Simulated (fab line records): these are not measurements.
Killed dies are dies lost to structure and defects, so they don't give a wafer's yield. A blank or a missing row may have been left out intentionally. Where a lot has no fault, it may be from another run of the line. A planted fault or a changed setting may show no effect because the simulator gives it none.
Which of the tools did it? ; flow rit-cmos ; 21 wafers from 7 lots sampled at 2 of the route's 202 steps

WHAT THE GAUGES READ, wafer by wafer
RIT_ACTIVE_CD_MEAS_90 targets a cd of 1400 nm.
lot;measured;on;cd-nm (nm)
L890;day 1 20:06;cd-sem-01;1402.4 1404.6 1404.4
L893;day 2 12:16;cd-sem-02;1399.0 1399.8 1399.6
L898;day 3 12:38;cd-sem-01;1399.9 1398.7 1400.9
L900;day 3 22:04;cd-sem-02;- - -
L907;day 5 09:48;cd-sem-01;1401.1 1401.1 1397.8
L909;day 5 21:26;cd-sem-02;1401.4 1402.0 1400.8
L911;day 6 05:08;cd-sem-01;1398.4 1397.0 1396.7

TOOL THAT RAN EACH LOT (tool first, then ch and the chambers of the sampled wafers, then the start)
lot;RIT_ACTIVE_ETCH_13
L890;rie-diel-04 ch 0,1,3, day 1 19:48
L893;rie-diel-04 ch 2,3, day 2 11:58
L898;rie-diel-01 ch 0,1,3, day 3 12:16
L900;rie-diel-04 ch 1,2,3, day 3 21:43
L907;rie-diel-02 ch 0,1,2, day 5 09:29
L909;rie-diel-02 ch 1,2, day 5 21:06
L911;rie-diel-04 ch 1,2, day 6 04:46
- RIT_ACTIVE_ETCH_13: etches Si3N4 in SF6, stops on SiO2, time 210 s, target depth 210 nm.

THE ANSWER, worked out from the rows above alone
Rule: the usual values come from the lots themselves. Put in order of their means at a reading, lots are off if they are a third of the lots or fewer, leave a main group of 4 or more, and stand apart from it by a gap of 3 or more times the standard deviation of the main group's means; of several such gaps the widest counts. A main group is skipped when, at the precision printed for the reading in the tables above, its means are all equal. Also off: a lot with no number at a reading for which 4 or more lots have one. The other lots that the step has rows for count as sound.
Off: L900 (RIT_ACTIVE_CD_MEAS_90, cd-nm). Without a number there: L900. The main group has a mean of 1400.3 nm with a standard deviation of 2.
If a tool, at a process step before that reading, ran all the lots that are off and no sound lot after the first of them, it fits. The gauges at RIT_ACTIVE_CD_MEAS_90 are tried like those tools. No candidate that was tried fits.

WHAT THE SIMULATOR HAD INSERTED
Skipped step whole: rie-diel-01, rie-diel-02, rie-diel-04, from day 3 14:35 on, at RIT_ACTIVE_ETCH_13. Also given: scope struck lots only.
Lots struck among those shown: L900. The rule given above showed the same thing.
